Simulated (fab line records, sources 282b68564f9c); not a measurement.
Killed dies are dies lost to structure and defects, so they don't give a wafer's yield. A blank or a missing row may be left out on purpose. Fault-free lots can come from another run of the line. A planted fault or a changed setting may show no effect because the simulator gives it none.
Lot-split experiment    flow rit_cmos    route with 202 steps; 5 lots, 23 wafers read

ON THE SPLIT
At RIT_SILICIDE_SPUTTER_01 (material Ti, target thk 30 nm, time 240 s), the setting chamber_pressure_pa was moved away from the recipe's 0.667 Pa on 15 of the 23 wafers read, by +3.8% to +13.5%. All remaining wafers had this setting at the recipe value.

Between the split and the reading, the file records no step.

THE READING
SILICIDE_TI_RS (ohm/sq), read at RIT_SILICIDE_RS_MEAS_02 with a four-point probe. Typical for fault-free wafers on this fab line: 48.0 ohm/sq, with standard deviation 0.54 ohm/sq.

wafer   tool, chamber at the split  chamber_pressure_pa as run, Pa  against the recipe  SILICIDE_TI_RS, ohm/sq  against lot-mates on the recipe
L075.2  pvd_sputter-02, -           0.667                           recipe              48.0                    -
L075.3  pvd_sputter-02, -           0.667                           recipe              48.6                    -
L075.6  pvd_sputter-02, -           0.667                           recipe              47.9                    -
L076.1  pvd_sputter-01, -           0.7552                          +13.2%              64.7                    no lot-mate on the recipe
L076.2  pvd_sputter-01, -           0.7552                          +13.2%              64.1                    no lot-mate on the recipe
L076.3  pvd_sputter-01, -           0.7552                          +13.2%              64.9                    no lot-mate on the recipe
L076.4  pvd_sputter-01, -           0.7552                          +13.2%              64.5                    no lot-mate on the recipe
L076.6  pvd_sputter-01, -           0.7552                          +13.2%              64.1                    no lot-mate on the recipe
L077.1  pvd_sputter-02, -           0.7568                          +13.5%              65.4                    no lot-mate on the recipe
L077.2  pvd_sputter-02, -           0.7568                          +13.5%              63.7                    no lot-mate on the recipe
L077.3  pvd_sputter-02, -           0.7568                          +13.5%              64.2                    no lot-mate on the recipe
L077.4  pvd_sputter-02, -           0.7568                          +13.5%              64.0                    no lot-mate on the recipe
L077.6  pvd_sputter-02, -           0.7568                          +13.5%              65.3                    no lot-mate on the recipe
L082.2  pvd_sputter-01, -           0.6925                          +3.8%               50.6                    no lot-mate on the recipe
L082.3  pvd_sputter-01, -           0.6925                          +3.8%               51.0                    no lot-mate on the recipe
L082.4  pvd_sputter-01, -           0.6925                          +3.8%               51.4                    no lot-mate on the recipe
L082.5  pvd_sputter-01, -           0.6925                          +3.8%               51.3                    no lot-mate on the recipe
L082.6  pvd_sputter-01, -           0.6925                          +3.8%               51.4                    no lot-mate on the recipe
L083.1  pvd_sputter-02, -           0.667                           recipe              47.3                    -
L083.3  pvd_sputter-02, -           0.667                           recipe              47.4                    -
L083.4  pvd_sputter-02, -           0.667                           recipe              47.5                    -
L083.5  pvd_sputter-02, -           0.667                           recipe              48.2                    -
L083.6  pvd_sputter-02, -           0.667                           recipe              47.3                    -

THE FIT
A straight line over all 23 wafers: SILICIDE_TI_RS changes by +1.28 ohm/sq for each +1% of chamber_pressure_pa; r = +1.00; the points scatter about the line by 0.78 ohm/sq.
Too few moved wafers with a lot-mate on the recipe to fit a line net of each lot's own level.

THE WHOLE CHAIN: every reading that the file lists as answering this split, in the file's order
step                     what it does                               reading                                                                            change (the file's fit)                 r (the file's)
RIT_SILICIDE_SPUTTER_01  material Ti, target thk 30 nm, time 240 s  Ti_of_SILICIDE_SPUTTER_01.thk_nm (the simulator's own value, which no gauge read)  -0.0955 nm for each +1% of the setting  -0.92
RIT_SILICIDE_RS_MEAS_02  measures by four-point-probe               SILICIDE_TI_RS                                                                     +1.28 for each +1% of the setting       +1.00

THE FILE'S OWN FIT
SILICIDE_TI_RS changes by +1.28 ohm/sq for each +1% of chamber_pressure_pa, r = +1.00.
